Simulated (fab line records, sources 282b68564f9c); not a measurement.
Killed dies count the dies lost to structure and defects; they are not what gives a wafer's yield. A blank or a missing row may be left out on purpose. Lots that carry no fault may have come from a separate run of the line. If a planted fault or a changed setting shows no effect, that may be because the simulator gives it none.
Comparing a struck lot with a sound one | flow ritCmos | 21 steps out of a route of 202
Sound: these wafers, L125.1, L125.4, L125.5. Wafers struck: L135.1, L135.5, L135.6. The cause is given at the end.
For every step that has rows: the tool of each side, followed by ch and its chambers, followed by its first start. Under that, the readings that differ: sound wafers | struck wafers | difference of the means | sigmas: that difference in standard deviations of wafers without a fault.
alike: readings with means less than 2 such deviations apart, plus words and numbers identical on both sides. not compared: withheld readings, readings lacking a value on some wafer, bounds such as >300 that could conceal the same value, and numbers that have no deviation in the record and whose values overlap.
The two part at a step that has a row with sigmas, a row that says differs or no value, or rows on one side only. Numbers that have no deviation but don't overlap get no sigmas and don't part them. A reading missing from all wafers of one side parts the sides only when that side holds two or more wafers.

first, 4 steps without rows for these wafers: RIT_ACTIVE_CLEAN_15 (cleans in SC1, time 600 s); RIT_ACTIVE_CLEAN_16 (cleans in dHF, time 30 s); RIT_ACTIVE_CLEAN_17 (cleans in SC2, time 600 s); RIT_FOX1_OXIDATION_00 (target thk 350.7 nm, ox time 1130 s).
RIT_FOX1_THK_MEAS_01:
  struck on filmMetro-02, day 4 11:03; sound on filmMetro-04, day 2 10:40
  alike: FOX1_OXIDE_THK
then, 2 steps without rows for these wafers: RIT_FOX1_WET_ETCH_02 (etches SiO2 in BOE, target depth 350 nm, time 390 s); RIT_FOX2_OXIDATION_00 (target thk 350.7 nm, ox time 1130 s).
RIT_FOX2_THK_MEAS_01:
  struck on filmMetro-03, day 4 12:38; sound on filmMetro-04, day 2 15:48
  alike: FOX2_OXIDE_THK
then, 2 steps without rows for these wafers: RIT_FOX2_CLEAN_02 (cleans in dHF, time 180 s); RIT_FOX2_WET_ETCH_03 (etches Si3N4 in H3PO4, target depth 195 nm, time 2700 s).
RIT_FOX2_THK_MEAS_90:
  struck on filmMetro-04, day 4 13:34; sound on filmMetro-04, day 2 16:41
  alike: FIELD_OXIDE_LEFT_1_THK
then, 1 step without rows for these wafers: RIT_NWELL_HMDS_00 (prime time 60 s).
RIT_NWELL_COAT_01: resist thk 1300 nm.
  sound on lithoTrack-03 ch 0, day 2 16:53; struck on lithoTrack-03 ch 0, day 4 13:47
reading                                   | sound                | struck               | difference | sigmas
spinSpeedRpm (rpm)                        | 2000.3 1999.5 2000.7 | 1440.1 1438.6 1438.5 | -561.1     | -99 or more
model.NOVOLAK_of_NWELL_COAT_01.thkNm (nm) | 1303 1300 1302       | 1535 1543 1545       | +239       | 
then, 4 steps without rows for these wafers: RIT_NWELL_SOFTBAKE_02 (time 60 s); RIT_NWELL_EXPOSE_03 (exposes mask M2, target cd 43900 nm); RIT_NWELL_PEB_04; RIT_NWELL_DEVELOP_05 (develop time 68 s).
RIT_NWELL_OVL_MEAS_06:
  struck on overlay-02, day 4 14:37; sound on overlay-01, day 2 17:38
  alike: NWELL_OVL
RIT_NWELL_HARDBAKE_07: time 120 s.
  sound on lithoTrack-02 ch 0, day 2 17:40; struck on lithoTrack-03 ch 0, day 4 14:41
reading                                   | sound          | struck         | difference | sigmas
model.NOVOLAK_of_NWELL_COAT_01.thkNm (nm) | 1139 1137 1138 | 1339 1346 1348 | +206       | 
after that, 1 step had no rows for these wafers: RIT_NWELL_IMPLANT_08.
RIT_M1_PROBE_99:
  struck on prober-01, day 6 06:28; sound on prober-02, day 4 06:55
  alike: killedAtFrontEnd, killedDies, killedOpen, killedShort

WHERE THEY PART
RIT_NWELL_COAT_01 only, going by this record. Later steps at which nothing parts them and some readings are alike: RIT_NWELL_OVL_MEAS_06, RIT_M1_PROBE_99.

WHY: what had been put in by the simulator
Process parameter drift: lithoTrack-03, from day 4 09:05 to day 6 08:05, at RIT_NWELL_COAT_01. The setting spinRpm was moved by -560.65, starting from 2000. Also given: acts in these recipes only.
